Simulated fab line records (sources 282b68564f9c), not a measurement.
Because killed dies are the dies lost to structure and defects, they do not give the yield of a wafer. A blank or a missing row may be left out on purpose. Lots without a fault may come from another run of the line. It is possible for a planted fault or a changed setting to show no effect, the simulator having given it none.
One fault through the eyes of 2 desks	flow rit_cmos	each desk has only its own numbers; what lay behind them comes last

FROM THE METROLOGY DESK
Means of the sampled wafers that have a number, per lot and without regard to the tool the lot ran on: this is what the gauges read. A lot is out of limits, marked OUT, if its mean lies more than 4 standard deviations from the usual mean; the brackets give that distance. Shown here are 7 of its 14 readings, the ones lying furthest out on some lot.
Columns: A = NLDD_RS at RIT_SDANNEAL_RS_MEAS_07, usual 151.5 ohm/sq; B = CONTACT_TEOS_THK at RIT_CONTACT_THK_MEAS_01, usual 399 nm; C = CONTACT_OVL at RIT_CONTACT_OVL_MEAS_09, usual -0.4 nm; D = M1_AL_RS at RIT_M1_RS_MEAS_01, usual 0.0732 ohm/sq; E = M1_AL_THK at RIT_M1_THK_MEAS_02, usual 402 nm; F = cd_nm at RIT_M1_CD_MEAS_09, usual 2599.8 nm; G = M1_OVL at RIT_M1_OVL_MEAS_10, usual 0.6 nm
lot	first seen here	A	B	C	D	E	F	G
L618	day 3 12:19	151.4	399	-2.1	0.0738	398	2597.8	0.5
L619	day 3 16:28	151.7	403	-0.6	0.0734	401	2604.4	1.1
L625	day 5 00:08	151.5	404	-1.5	0.0738	398	2597.2	-2.0
L628	day 5 16:16	151.3	406	-0.5	0.0743	396	2598.0	1.9
L638	day 7 22:30	150.9	394	-2.2	0.0730	403	2598.1	-0.2
L639	day 8 02:33	151.3	398	-0.2	0.0740	398	2599.2	0.2
This desk's verdict: no lot among the 6 shows anything out of limits.

FOR THE TOOL OWNER'S DESK: pecvd-02
The tool's own readings at RIT_CONTACT_CVD_00 (deposits SiO2 from TEOS, target thk 400 nm, time 61 s): means of the sampled wafers that have a number, for each lot that ran on this tool. A lot is out of limits, marked OUT, if its mean lies more than 4 standard deviations from the usual mean; the brackets give that distance.
Columns: A = heater_power_w at RIT_CONTACT_CVD_00, usual 333 W
lot	first seen here	A
L619	day 3 17:27	350
L625	day 5 01:06	294
L628	day 5 17:16	298
This desk's verdict: no lot among the 3 shows anything out of limits.

PUT TOGETHER
Metrology desk: nothing out of limits seen.
Nothing out of limits was seen by the tool owner's desk.

WHAT THE SIMULATOR PUT IN
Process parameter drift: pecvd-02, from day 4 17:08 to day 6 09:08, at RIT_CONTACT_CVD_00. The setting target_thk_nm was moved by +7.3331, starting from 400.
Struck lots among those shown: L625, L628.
